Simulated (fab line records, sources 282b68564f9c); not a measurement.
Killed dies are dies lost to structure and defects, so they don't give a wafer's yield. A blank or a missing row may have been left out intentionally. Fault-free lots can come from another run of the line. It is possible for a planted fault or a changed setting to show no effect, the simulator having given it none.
Problem report in the 8D (eight disciplines) form, filled by code    flow ritCmos    the parts of the form that need people (team, actions taken, sign-off) are left out

## 1. THE PROBLEM
Across 6 wafers from 2 lots, NSD_TW at RIT_NSD_TW_MEAS_10 averages 3284, while fault-free wafers read 3103 with a standard deviation of 28. That puts it +6.5 standard deviations away from the usual mean.
Earliest sighting: wafer L241.3 on filmMetro-01 at day 5 12:38. The record holds 42 wafers of 14 lots with a number at this step. Rule for "out", or "out of limits": more than 4 standard deviations from the usual mean. The rest of the wafers with a number are treated as sound.

## 2. WHAT IT IS; WHAT IT IS NOT
question                     is                          is not
which readings at this step  NSD_TW                      -
which lots                   L241, L242                  L231, L232, L233, L235, L237, L238, L239, L246, L247, L249, L251, L253
which wafers of those lots   all that have a number      -
read on which gauges         filmMetro-01, filmMetro-04  filmMetro-02
when                         from day 5 12:38            up to then (21 sound wafers); but 15 sound wafers of L246, L247, L249, L251, L253 came after

## 3. THE SUSPECTS, EACH WITH WHAT RULES IT OUT
Counting: a tool at any process step up to the reading remains a suspect when it ran all the lots that are out and ran no sound lot after the first of those.
- the gauge at RIT_NSD_TW_MEAS_10 has been ruled out. Those wafers that are out were read across 2 gauges (filmMetro-01, filmMetro-04).
- lithoTrack-04 at RIT_PLDD_COAT_01 (resist thk 1000 nm): ruled out as a lasting fault. Sound lots L246, L249, L251 ran on it after its first lot that is out, L241 (day 5 07:25).
Left after counting: nothing in the record.

## 4. THE CAUSE (what the simulator had put in)
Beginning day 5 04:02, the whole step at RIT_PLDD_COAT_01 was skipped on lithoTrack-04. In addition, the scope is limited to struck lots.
The count ruled it out by mistake, since the rule takes a fault to strike every lot its tool runs from the start of the fault on, and this one did not do so.

## 5. THE CHAIN OF EFFECTS, in route order
Rows list readings where the struck wafers' mean (over those with a number) sits beyond 3 standard deviations from the usual. Only readings whose record carries a usual standard deviation are examined. hours: median over the lots of the time between each lot's start at the first step of this table that gives one and its start at this step. sigmas: the change, counted in usual standard deviations.
hours  step                reading           usual  on struck wafers  change  sigmas
0      RIT_NSD_TW_MEAS_10  NSD_TW            3103   3284              +181    +6.5
9      RIT_M1_PROBE_99     killedAtFrontEnd  6.2    264.0             +257.8  +92
9      RIT_M1_PROBE_99     killedDies        6.3    264.0             +257.7  +95
9      RIT_M1_PROBE_99     killedOnRim       1.7    70.0              +68.3   +53
Process steps it contains:
- RIT_M1_PROBE_99
Readings that are blank on the struck wafers while sound wafers have them: chillPlateTempC at RIT_PLDD_COAT_01; dispensePressureKPa at RIT_PLDD_COAT_01; exhaustPa at RIT_PLDD_COAT_01; PLDD_OVL at RIT_PLDD_OVL_MEAS_06.

## 6. HOW IT WOULD HAVE BEEN CAUGHT EARLIER
The first out-of-limits reading at a measuring or inspecting step in this record came at day 5 12:38, 9 hours after the fault's start at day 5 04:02.
Between RIT_PLDD_COAT_01 and RIT_NSD_TW_MEAS_10, RIT_PLDD_OVL_MEAS_06 gave no PLDD_OVL on the struck wafers, where sound wafers have one: a measuring or inspecting step that comes back empty is itself a sign.
At RIT_PLDD_COAT_01 the tool's readings are blank on the struck wafers, where sound wafers have them: an empty tool record is the first sign, and it was there at once.
